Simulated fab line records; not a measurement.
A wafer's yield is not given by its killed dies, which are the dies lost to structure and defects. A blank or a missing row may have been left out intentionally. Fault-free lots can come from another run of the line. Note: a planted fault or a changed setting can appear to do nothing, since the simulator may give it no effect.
fab line records	flow berkeley_cmos170
record lots=14	wafers=42	last_day=12
route steps=331 shown NWELL@26 NVT@109 PLDD@152
lots that met no fault: from a run of the same line without faults
start_h: start of the lot's first displayed wafer, in hours after the record's first day	wait_h: hours from the lot's prior step to this one	" the same as in the row above	L1.1+2: a row that stands for several wafers	- no value present, or no start provided	* or withheld: withheld	< > ~ a bound
route shown NAME@n: a module of which the file shows steps, and the number in the route of the first	usual: the fault-free wafers' mean and standard deviation	same: alike in all rows	chamber/n: place in a boat	sites: readings site by site	_std_site: their standard deviation	_edge_site: outer sites' mean less inner sites'	radius_mm: how far each site lies from the wafer's centre	mask NAME#n: copy n	behind: the most recent tool/chamber to have shaped the wafer	hold: the reason the lot was held/the length of the hold in hours/how it ended	device: whichever transistor did not switch (one of n, p or np)	end of line: the route-end tests of the same wafers	for a step that has no rows: nothing shown but its recipe	killed: the dies lost at the first sort to structure and to defects; this is not the yield of the wafer	map: dies across one wafer; x = killed, . = not, _ = none there
set.NAME: the setting the step ran with; set.NAME@STEP: the setting that earlier step ran with	model.NAME: the simulator's own value behind a step, which no gauge read
steps of the route over a sample of lots; a table a step, a row a wafer
services: a tool's chamber out of use, with start hour (start_h, from the record's first day; less than 0 if before it), hours out, and reason
## steps
# step UCB170_NWELL_OVL_MEAS_12
# usual NWELL_OVL=2/6
lot.wafer	tool	chamber	start_h	wait_h	NWELL_OVL[nm]
L585.1	overlay-02	-	26.69	-	-1
L585.5	"	-	"	"	8
L585.6	"	-	"	"	11
L586.1	overlay-01	-	33.92	-	3
L586.2	"	-	"	"	-5
L586.4	"	-	"	"	-4
L587.4	overlay-01	-	45.28	-	4
L587.5	"	-	"	"	4
L587.6	"	-	"	"	0
L588.1	overlay-01	-	52.48	-	-6
L588.3	"	-	"	"	-10
L588.4	"	-	"	"	-6
L590.1	overlay-02	-	58.77	-	14
L590.4	"	-	"	"	13
L590.6	"	-	"	"	18
L589.2	overlay-02	-	58.81	-	12
L589.4	"	-	"	"	7
L589.5	"	-	"	"	2
L591.1	overlay-02	-	66.56	-	-6
L591.3	"	-	"	"	1
L591.6	"	-	"	"	-8
L593.1	overlay-01	-	75.19	-	-2
L593.5	"	-	"	"	-1
L593.6	"	-	"	"	-6
L594.1	overlay-02	-	80.54	-	-3
L594.4	"	-	"	"	3
L594.6	"	-	"	"	-3
L595.1	overlay-01	-	80.77	-	2
L595.3	"	-	"	"	2
L595.4	"	-	"	"	-8
L596.1	overlay-02	-	87.44	-	9
L596.2	"	-	"	"	3
L596.6	"	-	"	"	1
L601.3	overlay-02	-	113.96	-	9
L601.4	"	-	"	"	8
L601.6	"	-	"	"	6
L607.1	overlay-01	-	140.57	-	-2
L607.4	"	-	"	"	-1
L607.5	"	-	"	"	3
L608.4	overlay-01	-	144.19	-	4
L608.5	"	-	"	"	2
L608.6	"	-	"	"	4
# step UCB170_NWELL_ETCH_13
# recipe chemistry=CH3F/Ar/O2	target=Si3N4	stop_on=SiO2	CH3F_flow_sccm=20	Ar_flow_sccm=50	O2_flow_sccm=7	pressure_mtorr=50	rf_w=450	target_depth_a=2464	over_etch_frac=0.1	time_s=154
# usual drypump_motor_current_A=5.6/0.49	oes_product_au=0.943/0.013	throttle_valve_pct=8.09/0.11
lot.wafer	tool	chamber	start_h	wait_h	drypump_motor_current_A	oes_product_au	rf_hours_counter_h	throttle_valve_pct
L585.1	rie_diel-04	1	26.72	0.0	5.6	0.916	113	8.06
L585.5	"	1	"	"	5.6	0.925	-	8.05
L585.6	"	2	"	"	5.1	0.956	-	8.05
L586.1	rie_diel-03	2	33.95	0.0	5.8	0.953	54	8.14
L586.2	"	3	"	"	5.3	0.941	144	8.06
L586.4	"	1	"	"	6.4	0.953	44	8.08
L587.4	rie_diel-04	1	45.34	0.1	5.6	0.934	-	8.05
L587.5	"	2	"	"	5.1	0.955	-	8.04
L587.6	"	3	"	"	6.0	0.968	-	8.12
L588.1	rie_diel-02	3	52.51	0.0	6.6	0.930	34	7.98
L588.3	"	2	"	"	5.3	0.960	52	8.24
L588.4	"	0	"	"	5.2	0.943	-	7.97
L590.1	rie_diel-02	0	58.80	0.0	5.2	0.935	12	7.97
L590.4	"	1	"	"	5.1	0.953	166	8.22
L590.6	"	2	"	"	5.3	0.948	-	8.24
L589.2	rie_diel-03	0	58.84	0.0	5.6	0.927	134	8.28
L589.4	"	2	"	"	5.7	0.956	56	8.15
L589.5	"	0	"	"	5.6	0.942	-	8.28
L591.1	rie_diel-02	3	66.59	0.0	6.6	0.932	34	7.99
L591.3	"	1	"	"	5.1	0.956	167	8.21
L591.6	"	3	"	"	6.6	0.933	-	7.97
L593.1	rie_diel-02	0	75.23	0.0	5.2	0.944	13	7.97
L593.5	"	2	"	"	5.3	0.947	-	8.22
L593.6	"	1	"	"	5.1	0.960	-	8.22
L594.1	rie_diel-03	3	80.58	0.0	5.3	0.942	146	8.07
L594.4	"	2	"	"	5.7	0.957	57	8.16
L594.6	"	0	"	"	5.6	0.927	-	8.28
L595.1	rie_diel-02	0	80.81	0.0	5.2	0.945	13	7.97
L595.3	"	2	"	"	5.3	0.945	54	8.24
L595.4	"	1	"	"	5.1	0.973	167	8.22
L596.1	rie_diel-03	2	87.48	0.0	5.7	0.940	57	8.15
L596.2	"	1	"	"	6.3	0.936	46	8.09
L596.6	"	0	"	"	5.6	0.919	-	8.28
L601.3	rie_diel-03	0	113.98	0.0	5.6	0.924	136	8.28
L601.4	"	1	"	"	6.4	0.944	47	8.07
L601.6	"	3	"	"	5.3	0.928	-	8.08
L607.1	rie_diel-04	1	140.60	0.0	5.6	0.933	118	8.04
L607.4	"	2	"	"	5.1	0.965	1	8.04
L607.5	"	3	"	"	6.0	0.954	-	8.11
L608.4	rie_diel-04	0	144.26	0.1	5.7	0.941	-	7.96
L608.5	"	2	"	"	5.1	0.956	-	8.04
L608.6	"	1	"	"	5.6	0.923	-	8.05
# step UCB170_NVT_DEVELOP_05
# recipe developer=TMAH	develop_time_s=45	resist=KrF	dev_temp_c=21
# usual chill_plate_temp_C=23.00/0.098
lot.wafer	tool	chamber	start_h	wait_h	chill_plate_temp_C
L585.1	litho_track-04	0	103	-	23.00
L585.5	"	0	"	"	23.01
L585.6	"	0	"	"	23.21
L586.1	litho_track-03	0	112	-	23.14
L586.2	"	0	"	"	22.87
L586.4	"	0	"	"	22.93
L587.4	litho_track-01	0	127	-	22.92
L587.5	"	0	"	"	23.02
L587.6	"	0	"	"	23.03
L588.1	litho_track-03	0	137	-	22.99
L588.3	"	0	"	"	22.94
L588.4	"	0	"	"	22.97
L589.2	litho_track-01	0	137	-	22.96
L589.4	"	0	"	"	22.87
L589.5	"	0	"	"	22.97
L590.1	litho_track-04	0	137	-	23.11
L590.4	"	0	138	-	22.94
L590.6	"	0	"	"	22.98
L591.1	litho_track-03	0	146	-	22.96
L591.3	"	0	"	"	22.99
L591.6	"	0	"	"	23.12
L593.1	litho_track-04	0	160	-	23.05
L593.5	"	0	"	"	22.70
L593.6	"	0	"	"	22.90
L594.1	litho_track-03	0	160	-	22.95
L594.4	"	0	"	"	23.05
L594.6	"	0	"	"	22.84
L595.1	litho_track-01	0	160	-	23.07
L595.3	"	0	"	"	22.99
L595.4	"	0	"	"	23.16
L596.1	litho_track-04	0	168	-	23.01
L596.2	"	0	"	"	22.91
L596.6	"	0	"	"	23.15
L601.3	litho_track-04	0	195	-	22.90
L601.4	"	0	"	"	23.01
L601.6	"	0	"	"	22.84
L608.4	litho_track-04	0	217	-	22.97
L608.5	"	0	"	"	22.96
L608.6	"	0	"	"	22.90
L607.1	litho_track-03	0	217	-	23.03
L607.4	"	0	"	"	22.98
L607.5	"	0	"	"	23.14
# step UCB170_NVT_TW_MEAS_09
# usual NVT_TW=527.0/2.8
lot.wafer	tool	chamber	start_h	wait_h	hold	NVT_TW
L585.1	film_metro-03	-	103.43	0.1	-	526.6
L585.5	"	-	"	"	-	527.1
L585.6	"	-	"	"	-	524.3
L586.1	film_metro-03	-	113.15	0.1	-	524.9
L586.2	"	-	"	"	-	523.9
L586.4	"	-	"	"	-	525.3
L587.4	film_metro-01	-	127.88	0.1	-	526.6
L587.5	"	-	"	"	-	524.1
L587.6	"	-	"	"	-	528.4
L588.1	film_metro-01	-	137.74	0.1	-	523.5
L588.3	"	-	"	"	-	526.3
L588.4	"	-	"	"	-	523.2
L589.2	film_metro-03	-	138.30	0.1	-	528.0
L589.4	"	-	"	"	-	528.9
L589.5	"	-	"	"	-	528.7
L590.1	film_metro-01	-	138.38	0.1	-	526.4
L590.4	"	-	"	"	-	524.2
L590.6	"	-	"	"	-	524.0
L591.1	film_metro-02	-	146.79	0.1	-	529.4
L591.3	"	-	"	"	-	527.5
L591.6	"	-	"	"	-	527.6
L593.1	film_metro-01	-	160.74	0.1	-	528.0
L593.5	"	-	"	"	-	532.4
L593.6	"	-	"	"	-	529.4
L594.1	film_metro-02	-	160.74	0.1	-	525.5
L594.4	"	-	"	"	-	525.4
L594.6	"	-	"	"	-	525.0
L595.1	film_metro-03	-	160.77	0.1	-	526.6
L595.3	"	-	"	"	-	527.0
L595.4	"	-	"	"	-	525.5
L596.1	film_metro-01	-	168.53	0.1	-	530.4
L596.2	"	-	"	"	-	528.5
L596.6	"	-	"	"	-	527.0
L601.3	film_metro-01	-	195.76	0.1	await_dispo/0.2h/release	29.9
L601.4	"	-	"	"	await_dispo/0.2h/release	30.0
L601.6	"	-	"	"	await_dispo/0.2h/release	30.0
L601.3	film_metro-01	-	195.99	0.2	-	30.0
L601.4	"	-	"	"	-	29.9
L601.6	"	-	"	"	-	30.0
L608.4	film_metro-03	-	217.45	0.1	await_dispo/0.2h/release	30.0
L608.5	"	-	"	"	await_dispo/0.2h/release	30.0
L608.6	"	-	"	"	await_dispo/0.2h/release	30.0
L608.4	film_metro-03	-	217.68	0.2	-	29.9
L608.5	"	-	"	"	-	29.9
L608.6	"	-	"	"	-	29.9
L607.1	film_metro-02	-	218.09	0.1	-	530.0
L607.4	"	-	"	"	-	531.4
L607.5	"	-	"	"	-	530.5
# step UCB170_PLDD_OVL_MEAS_07
# usual PLDD_OVL=1/4.3
lot.wafer	tool	chamber	start_h	wait_h	PLDD_OVL[nm]
L585.1	overlay-01	-	118.37	0.1	6
L585.5	"	-	"	"	2
L585.6	"	-	"	"	9
L586.1	overlay-02	-	130.25	0.1	-1
L586.2	"	-	"	"	6
L586.4	"	-	"	"	6
L587.4	overlay-02	-	144.24	0.1	4
L587.5	"	-	"	"	1
L587.6	"	-	"	"	-3
L588.1	overlay-02	-	158.15	0.1	-5
L588.3	"	-	"	"	-2
L588.4	"	-	"	"	-6
L589.2	overlay-01	-	158.30	0.1	4
L589.4	"	-	"	"	3
L589.5	"	-	"	"	2
L590.1	overlay-01	-	158.38	0.1	-4
L590.4	"	-	"	"	-9
L590.6	"	-	"	"	-3
L591.1	overlay-02	-	167.94	0.1	-2
L591.3	"	-	"	"	1
L591.6	"	-	"	"	0
L595.1	overlay-02	-	174.33	0.1	8
L595.3	"	-	"	"	6
L595.4	"	-	"	"	7
L593.1	overlay-01	-	174.99	0.1	-7
L593.5	"	-	"	"	-2
L593.6	"	-	"	"	1
L594.1	overlay-02	-	175.05	0.1	0
L594.4	"	-	"	"	-4
L594.6	"	-	"	"	-5
L596.1	overlay-01	-	190.06	0.1	5
L596.2	"	-	"	"	5
L596.6	"	-	"	"	5
L607.1	overlay-02	-	236.50	0.1	0
L607.4	"	-	"	"	1
L607.5	"	-	"	"	1
## services
tool	chamber	start_h	hours	kind
rie_diel-03	2	5.48	1.6	repair
rie_diel-03	0	34.16	10.7	repair
rie_diel-02	1	41.43	12.8	repair
rie_diel-04	0	44.69	3.9	repair
rie_diel-04	2	52.27	18.4	repair
rie_diel-03	-	59.38	0.6	repair
rie_diel-02	1	100.19	5.9	repair
rie_diel-02	1	106.06	-	clean
rie_diel-02	1	106.06	32.2	scheduled_down
rie_diel-02	1	106.06	32.2	vent_cycle
rie_diel-03	-	118.40	2.8	pm
rie_diel-02	2	136.22	121.8	repair
rie_diel-04	3	142.27	6.8	repair
rie_diel-04	0	151.21	7.3	repair
rie_diel-03	3	151.24	7.8	repair
rie_diel-02	3	159.41	3.8	repair
rie_diel-02	0	159.62	21.0	repair
rie_diel-03	0	163.48	1.8	repair
rie_diel-04	2	186.95	4.3	repair
rie_diel-03	3	190.55	10.0	repair
rie_diel-03	3	200.58	-	clean
rie_diel-03	3	200.58	23.8	scheduled_down
rie_diel-03	3	200.58	23.8	vent_cycle
rie_diel-04	0	202.69	10.8	repair
## key
first_sign step=UCB170_NVT_TW_MEAS_09	reading=visit	direction=added
effect step=UCB170_NVT_TW_MEAS_09	reading=NVT_TW	direction=down	sigmas=99+	usual=527.0	struck=30.0
met_at UCB170_NVT_DEVELOP_05
struck_lots L601,L608
scrapped_behind UCB170_NVT_TW_MEAS_09 L601.3,L601.4,L601.6,L608.4,L608.5,L608.6
not_acting_at UCB170_NWELL_OVL_MEAS_12,UCB170_NWELL_ETCH_13,UCB170_PLDD_OVL_MEAS_07
onset_between 168 195
fault kind=process_parameter_drift	tool=litho_track-04	chamber=-	onset_h=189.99	steps=UCB170_NVT_DEVELOP_05	channel=develop_time_s	offset=*	shape=step	end_h=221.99	acts_in=*	stated=*
